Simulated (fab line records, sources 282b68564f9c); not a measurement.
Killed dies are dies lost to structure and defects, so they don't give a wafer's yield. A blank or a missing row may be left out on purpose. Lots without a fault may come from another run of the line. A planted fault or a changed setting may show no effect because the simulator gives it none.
Tool commonality check | flow rit_cmos | 14 lots, 42 wafers sampled

WHY IT WAS OPENED
At RIT_SDANNEAL_RS_MEAS_06 the reading PLDD_RS is flagged on 2 of 14 lots. Wafers without a fault read 178.9 ohm/sq, standard deviation 0.45.
Rule: a lot is flagged when every wafer of it that has a number lies more than 4 standard deviations from that mean, or none has a number. The other lots count as sound.

lot  | measured    | on            | PLDD_RS (ohm/sq), wafer by wafer | flag
L607 | day 3 10:55 | film_metro-01 | 180.1 179.7 180.0                |
L608 | day 3 14:34 | film_metro-03 | 179.6 179.2 179.0                |
L609 | day 3 19:30 | film_metro-04 | 178.7 179.0 179.2                |
L610 | day 3 22:44 | film_metro-01 | 178.8 179.6 179.2                |
L612 | day 4 07:38 | film_metro-04 | 179.1 178.5 178.8                |
L613 | day 4 18:01 | film_metro-04 | 179.0 179.0 179.0                |
L614 | day 4 20:49 | film_metro-01 | 179.5 179.6 179.3                |
L615 | day 4 23:40 | film_metro-03 | 179.0 179.0 178.6                |
L617 | day 5 10:14 | film_metro-03 | 178.1 178.8 178.8                |
L618 | day 5 13:23 | film_metro-01 | 178.9 179.1 179.2                |
L623 | day 6 19:33 | film_metro-04 | 186.4 186.7 187.1                | FLAGGED
L624 | day 7 06:13 | film_metro-01 | 186.0 186.2 186.2                | FLAGGED
L626 | day 7 15:04 | film_metro-03 | 178.5 178.5 178.7                |
L627 | day 7 20:03 | film_metro-03 | 178.0 178.4 178.3                |
The numbers of the flagged lots are 186.4 ohm/sq on average: +7.5 ohm/sq against the usual, or +17 standard deviations.

WHICH TOOL RAN EACH LOT
The record holds 1 process step before the reading, out of a route of 202 steps. In each cell: the tool, then ch and the chambers that the sampled wafers went through, then the start.
lot  | flag    | RIT_PLDD_IMPLANT_08
L607 |         | implanter-03 ch 0, day 3 02:10
L608 |         | implanter-04 ch 0, day 3 08:07
L609 |         | implanter-02 ch 0, day 3 12:28
L610 |         | implanter-03 ch 0, day 3 15:56
L612 |         | implanter-02 ch 0, day 4 01:13
L613 |         | implanter-02 ch 0, day 4 11:36
L614 |         | implanter-03 ch 0, day 4 14:10
L615 |         | implanter-04 ch 0, day 4 17:06
L617 |         | implanter-04 ch 0, day 5 03:44
L618 |         | implanter-04 ch 0, day 5 06:52
L623 | FLAGGED | implanter-02 ch 0, day 6 12:22
L624 | FLAGGED | implanter-02 ch 0, day 6 22:52
L626 |         | implanter-04 ch 0, day 7 07:13
L627 |         | implanter-04 ch 0, day 7 12:29
What these steps do:
- RIT_PLDD_IMPLANT_08
- RIT_SDANNEAL_RS_MEAS_06: measures by four-point-probe.

FLAGGED OVER TOTAL, TOOL BY TOOL (the gauges that took the reading come last)
step                    | tool          | lots run | flagged | share of the flagged lots | sound lots run after its first flagged lot
RIT_PLDD_IMPLANT_08     | implanter-02  | 5        | 2       | all                       | 0
RIT_PLDD_IMPLANT_08     | implanter-03  | 3        | 0       | none                      | -
RIT_PLDD_IMPLANT_08     | implanter-04  | 6        | 0       | none                      | -
RIT_SDANNEAL_RS_MEAS_06 | film_metro-01 | 5        | 1       | some                      | 0
RIT_SDANNEAL_RS_MEAS_06 | film_metro-03 | 5        | 0       | none                      | -
RIT_SDANNEAL_RS_MEAS_06 | film_metro-04 | 4        | 1       | some                      | 0

WHAT THE TABLE ALLOWS
1 row of the table ran every flagged lot: implanter-02 at RIT_PLDD_IMPLANT_08.
- implanter-02 at RIT_PLDD_IMPLANT_08: 2 of its 5 lots flagged. Its last sound lot is L613 (day 4 11:36), its first flagged lot L623 (day 6 12:22): a fault that began between those two fits. Its own readings lie more than 4 standard deviations out on every wafer of the flagged lots: dose_ions_cm2.
One tool is left: implanter-02 at RIT_PLDD_IMPLANT_08.

WHAT THE SIMULATOR HAD PUT IN
Process parameter drift: implanter-02, from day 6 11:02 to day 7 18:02, at RIT_PLDD_IMPLANT_08. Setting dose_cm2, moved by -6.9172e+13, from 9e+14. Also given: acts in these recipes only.
Lots struck among those shown: L623, L624. The rule above found the same.
